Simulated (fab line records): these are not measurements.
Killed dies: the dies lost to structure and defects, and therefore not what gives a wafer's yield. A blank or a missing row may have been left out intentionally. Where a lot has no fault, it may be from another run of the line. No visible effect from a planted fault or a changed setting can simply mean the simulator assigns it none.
The tool behind it: which one?	flow rit-cmos	at 1 step of a route of 202, 14 lots with 42 wafers sampled

== WHAT EACH GAUGE READ, for each wafer ==
No reading from a measuring or inspecting step in the record can be judged against a usual standard deviation.

== EACH LOT AND THE TOOL THAT RAN IT (in order: tool; ch and the chambers of the sampled wafers; start) ==
lot	RIT_NWELL_SOFTBAKE_02
L767	litho-track-04 ch 0, day 2 07:43
L769	litho-track-03 ch 0, day 2 16:23
L770	litho-track-04 ch 0, day 2 18:39
L771	litho-track-01 ch 0, day 3 02:25
L772	litho-track-03 ch 0, day 3 08:02
L773	litho-track-03 ch 0, day 3 10:04
L774	litho-track-01 ch 0, day 3 14:12
L775	litho-track-03 ch 0, day 3 19:39
L776	litho-track-04 ch 0, day 4 06:44
L779	litho-track-03 ch 0, day 4 22:53
L783	litho-track-04 ch 0, day 6 00:39
L785	litho-track-03 ch 0, day 6 00:56
L786	litho-track-03 ch 0, day 6 11:23
L789	litho-track-01 ch 0, day 6 17:26
- RIT_NWELL_SOFTBAKE_02: time 60 s.

== AS READ BY THE TOOLS THEMSELVES (means over the sampled wafers that have a number; for cases with no such wafer, the mark the record gives instead) ==
RIT_NWELL_SOFTBAKE_02.
lot	tool	heater-power-total-W (W)	plate-temp-C (C)
L767	litho-track-04	34.58	90.04
L769	litho-track-03	34.63	89.98
L770	litho-track-04	34.59	89.83
L771	litho-track-01	34.51	89.97
L772	litho-track-03	34.56	90.16
L773	litho-track-03	34.58	90.05
L774	litho-track-01	34.56	89.96
L775	litho-track-03	34.57	90.01
L776	litho-track-04	34.51	89.86
L779	litho-track-03	34.56	90.09
L783	litho-track-04	34.57	90.08
L785	litho-track-03	31.88	85.03
L786	litho-track-03	31.86	85.01
L789	litho-track-01	34.58	90.18

== THE ANSWER, worked out from the rows above alone ==
Rule: what is usual is taken from the lots themselves. Put in order of their means at a reading, lots are off if they are a third of the lots or fewer, leave a main group of 4 or more, and stand apart from it by a gap of 3 or more times the standard deviation of the main group's means; of several such gaps the widest counts. A main group is skipped when, at the precision printed for the reading in the tables above, its means are all equal. Also off: a lot with no number at a reading for which 4 or more lots have one. Any other lot the step has rows for is counted as sound. First the gauges in route order, then the tools' own readings, where a lot's mean is used as printed above. At the first step where some lot is off, the reading lying furthest off is the one used; lots without a number count as furthest.
Off: L785, L786, at RIT_NWELL_SOFTBAKE_02 (heater-power-total-W). Main group: mean 34.57 W, sd 0.031.
A tool fits if, at that step or a process step before it, it ran every lot that is off, and no sound lot after the first of them. One candidate fits, namely litho-track-03 at RIT_NWELL_SOFTBAKE_02. A fault onset in the window from L779 (day 4 22:53, its last sound lot) to L785 (day 6 00:56, its first lot off) fits.
The tool's own readings at RIT_NWELL_SOFTBAKE_02 bear it out: on the lots that are off they differ by more than 5 times the standard deviation of the sound lots' means. heater-power-total-W reads 31.87 W there against 34.57 W on the sound lots; plate-temp-C reads 85.02 C there against 90.02 C on the sound lots.

== WHAT THE SIMULATOR HAD PUT IN ==
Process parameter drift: litho-track-03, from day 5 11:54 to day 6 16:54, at RIT_NWELL_SOFTBAKE_02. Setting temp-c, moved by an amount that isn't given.
Lots struck among those shown: L785, L786. The rule given above showed the same thing.
